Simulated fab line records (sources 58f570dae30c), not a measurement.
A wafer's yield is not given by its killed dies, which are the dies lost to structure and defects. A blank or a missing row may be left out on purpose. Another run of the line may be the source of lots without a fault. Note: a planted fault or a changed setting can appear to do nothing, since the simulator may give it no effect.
Split-lot trial    flow berkeley-cmos170    on a route of 331 steps: 5 lots, 23 wafers read

## THE SPLIT
At UCB170_PFIELD_IMPLANT_07, the setting dose-cm2 was moved away from the recipe's 2e+13 on 10 of the 23 wafers read, by -7.4% to +7.1%. The other wafers ran this setting at the recipe's value.

## SPLIT TO READING: what lies between them in the file, 1 step
- UCB170_PFIELD_STRIP_08: strips in O2

## THE READING
PFIELD_TW, at UCB170_PFIELD_TW_MEAS_09. Typical for fault-free wafers on this fab line: 599, with standard deviation 6.2.

wafer   tool, chamber at the split  dose-cm2 as run  against the recipe  PFIELD_TW  against lot-mates on the recipe
L074.1  implanter-01, 0             2e+13            recipe              607        -
L074.3  implanter-01, 0             1.961e+13        -1.9%               604        -3
L074.4  implanter-01, 0             1.961e+13        -1.9%               600        -7
L074.5  implanter-01, 0             2e+13            recipe              605        -
L074.6  implanter-01, 0             2e+13            recipe              608        -
L077.1  implanter-01, 0             2e+13            recipe              593        -
L077.2  implanter-01, 0             1.951e+13        -2.4%               587        -6
L077.3  implanter-01, 0             1.951e+13        -2.4%               585        -8
L077.4  implanter-01, 0             2e+13            recipe              593        -
L077.6  implanter-01, 0             1.951e+13        -2.4%               584        -9
L080.1  implanter-01, 0             2e+13            recipe              589        -
L080.3  implanter-01, 0             1.852e+13        -7.4%               579        -13
L080.4  implanter-01, 0             2e+13            recipe              594        -
L080.5  implanter-01, 0             2e+13            recipe              592        -
L080.6  implanter-01, 0             1.852e+13        -7.4%               578        -14
L085.2  implanter-02, 0             2e+13            recipe              603        -
L085.3  implanter-02, 0             2e+13            recipe              605        -
L085.5  implanter-02, 0             2e+13            recipe              603        -
L083.1  implanter-03, 0             2.143e+13        +7.1%               610        +14
L083.3  implanter-03, 0             2e+13            recipe              597        -
L083.4  implanter-03, 0             2.143e+13        +7.1%               612        +16
L083.5  implanter-03, 0             2e+13            recipe              595        -
L083.6  implanter-03, 0             2.143e+13        +7.1%               609        +13

THE FIT
A straight line over all 23 wafers: PFIELD_TW changes by +2.18 for each +1% of dose-cm2; r = +0.78; the points scatter about the line by 6.5.
The same after taking each lot's own level away (the mean of its wafers on the recipe; 23 wafers): +2 for each +1%; r = +0.97; scatter 1.8.
According to that fit, moving dose-cm2 by its largest amount changes the reading by 15.
From 591.7 to 606.7: that is the span of the lots' own levels, equal to 2.4 times the standard deviation above.
So the lot-to-lot level blurs the effect unless lot-mates are compared.
Check: for one of the wafers moved furthest among these (-7.4%), held out of the fit, the line's prediction against its lot-mates is -15.7. Against them it came out at -12.7.

## ADDITIONAL SPLITS CARRIED BY THESE WAFERS
These wafers also went through other splits before the reading. Each is held against what the fit with the lots' levels taken away leaves over:
other split on the same wafers        wafers away from the commonest value  r with PFIELD_TW (lot level and that fit taken away)
UCB170_NWELL_IMPLANT_14 energy-kev    5                                     +0.05
UCB170_ACTIVE_OXIDATION_02 ox-time-s  18                                    -0.25

## THE FILE'S OWN FIT
PFIELD_TW changes by +1.93 for each +1% of dose-cm2, r = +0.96.
